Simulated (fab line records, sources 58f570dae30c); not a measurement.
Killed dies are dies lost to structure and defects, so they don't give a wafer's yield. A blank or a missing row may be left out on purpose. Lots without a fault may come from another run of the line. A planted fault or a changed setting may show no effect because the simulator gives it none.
A struck lot beside a sound one | flow berkeley_cmos170 | 44 steps out of a route of 331
Sound: wafers L129.3, L129.4, L129.6. Struck: wafers L121.2, L121.5, L121.6. The cause comes at the end.
At each step with rows: each side's tool, then ch and its chambers, then its first start. Under that, the readings that differ: sound wafers | struck wafers | difference of the means | sigmas: that difference in standard deviations of wafers without a fault.
alike: readings whose means differ by less than 2 such deviations, and words and numbers that are the same on both sides. not compared: withheld readings, readings that some wafer has no value for, bounds like >300 that may hide the same value, and numbers for which the record gives no deviation and whose values overlap.
The two part at a step that has a row with sigmas, a row that says differs or no value, or rows on one side only. Numbers that don't overlap but have no deviation are shown without sigmas and don't part them. A reading that every wafer of one side lacks parts them only if that side has two wafers or more.

first, 6 steps without rows for these wafers: UCB170_V1_HMDS_06 (prime time 60 s); UCB170_V1_COAT_07 (resist thk 900 nm); UCB170_V1_SOFTBAKE_08 (time 60 s); UCB170_V1_EXPOSE_09 (exposes mask VIA1, target cd 700 nm); UCB170_V1_PEB_10; UCB170_V1_DEVELOP_11 (develop time 45 s).
UCB170_V1_CD_MEAS_12: target cd 700 nm.
  sound on cd_sem-01, day 12 16:43; struck on cd_sem-02, day 11 10:40
  alike: cd_nm
UCB170_V1_OVL_MEAS_13:
  sound on overlay-02, day 12 16:49; struck on overlay-01, day 11 10:46
  alike: V1_OVL
then, 1 step without rows for these wafers: UCB170_V1_ETCH_14 (etches SiO2 in CHF3/CF4/Ar, stops on Al, target depth 1250 nm, time 291 s).
UCB170_V1_STRIP_15: strips in O2.
  sound on plasma_asher-04 ch 0,1, day 12 17:03; struck on plasma_asher-04 ch 0,1, day 11 10:59
  alike: drypump_motor_current_A, o2_flow_sccm, oes_product_au, strip_time_to_endpoint_s
  not compared: rf_hours_counter_h
UCB170_V1_CD_MEAS_90: target cd 700 nm.
  sound on cd_sem-01, day 12 17:10; struck on cd_sem-02, day 11 11:06
  alike: cd_nm
then, 1 step without rows for these wafers: UCB170_M2_PRE_CLEAN_00 (preclean etch time 60 s).
UCB170_M2_SPUTTER_01: material Al, target thk 900 nm, time 120 s.
  sound on pvd_sputter-03, day 12 17:18; struck on pvd_sputter-02, day 11 11:16
  reading                               | sound                | struck               | difference | sigmas
  chamber_pressure_pa (Pa)              | 0.4993 0.4993 0.5011 | 0.6351 0.6357 0.6341 | +0.1351    | +99 or more
  throttle_valve_pct (%)                | 29.5 29.2 28.8       | 25.6 24.6 25.4       | -4.0       | -3
  model.Al_of_M2_SPUTTER_01.thk_nm (nm) | 891.2 896.7 893      | 826 832.8 821.7      | -67        |
UCB170_M2_RS_MEAS_02: measures by four-point-probe.
  sound on film_metro-01, day 12 17:26; struck on film_metro-02, day 11 11:22
  reading           | sound                | struck               | difference | sigmas
  M2_AL_RS (ohm/sq) | 0.0326 0.0323 0.0325 | 0.0350 0.0347 0.0352 | +0.0025    | +8
UCB170_M2_THK_MEAS_03: measures by xrf.
  sound on film_metro-01, day 12 17:32; struck on film_metro-02, day 11 11:29
  reading        | sound       | struck      | difference | sigmas
  M2_AL_THK (nm) | 898 904 896 | 829 844 830 | -65        | -7
then, 3 steps without rows for these wafers: UCB170_M2_HMDS_04 (prime time 60 s); UCB170_M2_COAT_05 (resist thk 900 nm); UCB170_M2_SOFTBAKE_06 (time 60 s).
UCB170_M2_STRIP_07: strips in O2.
  sound on plasma_asher-04 ch 0,1, day 12 18:17; struck on plasma_asher-01 ch 0,1, day 11 12:16
  alike: drypump_motor_current_A, o2_flow_sccm, oes_product_au, strip_time_to_endpoint_s
  not compared: rf_hours_counter_h
then, 7 steps without rows for these wafers: UCB170_M2_STRIP_08 (strips KrF in DMSO, time 600 s); UCB170_M2_COAT_09; UCB170_M2_COAT_10 (resist thk 900 nm); UCB170_M2_SOFTBAKE_11 (time 60 s); UCB170_M2_EXPOSE_12 (exposes mask METAL2, target cd 700 nm); UCB170_M2_PEB_13; UCB170_M2_DEVELOP_14 (develop time 45 s).
UCB170_M2_CD_MEAS_15: target cd 700 nm.
  sound on cd_sem-02, day 12 20:05; struck on cd_sem-02, day 11 13:31
  alike: cd_nm
UCB170_M2_OVL_MEAS_16:
  sound on overlay-02, day 12 20:11; struck on overlay-01, day 11 13:37
  alike: M2_OVL
UCB170_M2_ETCH_17: etches BARC in N2/H2.
  sound on rie_diel-02 ch 0,1,3, day 12 20:13; struck on rie_diel-04 ch 0,1, day 11 13:38
  alike: drypump_motor_current_A, oes_product_au, throttle_valve_pct
UCB170_M2_METAL_ETCH_18: etches Al in Cl2/BCl3, stops on SiO2, target depth 1170 nm, time 195 s.
  sound on rie_metal-04 ch 0,1, day 12 20:19; struck on rie_metal-03 ch 0,1, day 11 13:41
  reading                | sound             | struck            | difference | sigmas
  oes_product_au (a.u.)  | 0.859 0.850 0.837 | 0.795 0.799 0.827 | -0.042     | -3
  throttle_valve_pct (%) | 24.0 24.0 24.0    | 24.6 24.6 24.8    | +0.7       | +2
  alike: drypump_motor_current_A
  not compared: rf_hours_counter_h
UCB170_M2_STRIP_19: strips in O2.
  sound on plasma_asher-01 ch 0,1, day 12 20:28; struck on plasma_asher-02 ch 0,1, day 11 13:52
  alike: drypump_motor_current_A, o2_flow_sccm, oes_product_au
  not compared: rf_hours_counter_h
UCB170_M2_CD_MEAS_90: target cd 700 nm.
  sound on cd_sem-02, day 12 20:35; struck on cd_sem-02, day 11 13:59
  alike: cd_nm
then, 1 step without rows for these wafers: UCB170_V2_CVD_00 (deposits SiO2 from TEOS/O2, target thk 2000 nm, time 250 s).
UCB170_V2_THK_MEAS_01:
  sound on film_metro-02, day 12 20:50; struck on film_metro-03, day 11 14:16
  alike: V2_TEOS_THK
UCB170_V2_CMP_02: polishes SiO2.
  sound on cmp-01 ch 0,2,3, day 12 20:52; struck on cmp-01 ch 0,2,3, day 11 14:37
  alike: motor_current_A
UCB170_V2_BOW_MEAS_03:
  sound on film_metro-02, day 12 21:13; struck on film_metro-03, day 11 14:50
  alike: V2_BOW
UCB170_V2_THK_MEAS_04:
  sound on film_metro-02, day 12 21:19; struck on film_metro-03, day 11 14:57
  alike: V2_POLISHED_THK
then, 5 steps without rows for these wafers: UCB170_V2_CLEAN_05 (cleans in DIW); UCB170_V2_HMDS_06 (prime time 60 s); UCB170_V2_COAT_07 (resist thk 900 nm); UCB170_V2_SOFTBAKE_08 (time 60 s); UCB170_V2_EXPOSE_09 (exposes mask VIA2, target cd 700 nm).
UCB170_V2_ETCH_14: etches SiO2 in CHF3/CF4/Ar, stops on Al, target depth 1250 nm, time 291 s.
  sound on rie_diel-01 ch 0,1, day 12 22:44; struck on rie_diel-01 ch 1,2, day 11 16:13
  reading                               | sound           | struck            | difference | sigmas
  model.Al_of_M2_SPUTTER_01.thk_nm (nm) | 891 896.4 892.7 | 825.8 832.8 821.5 | -66.7      |
  alike: CHF3_flow_sccm, cf4_flow_sccm, drypump_motor_current_A, oes_product_au, throttle_valve_pct
  not compared: rf_hours_counter_h
UCB170_M3_PROBE_99:
  the record has rows for the sound wafers here (prober-02, day 13 02:00) and none for the struck ones

WHERE THEY PART
First at UCB170_M2_SPUTTER_01; last, within this record, at UCB170_M3_PROBE_99.

WHY: what the simulator had put in
Process parameter drift: pvd_sputter-02, from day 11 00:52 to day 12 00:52, at UCB170_M2_SPUTTER_01. Setting chamber_pressure_pa, moved by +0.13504, from 0.5. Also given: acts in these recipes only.
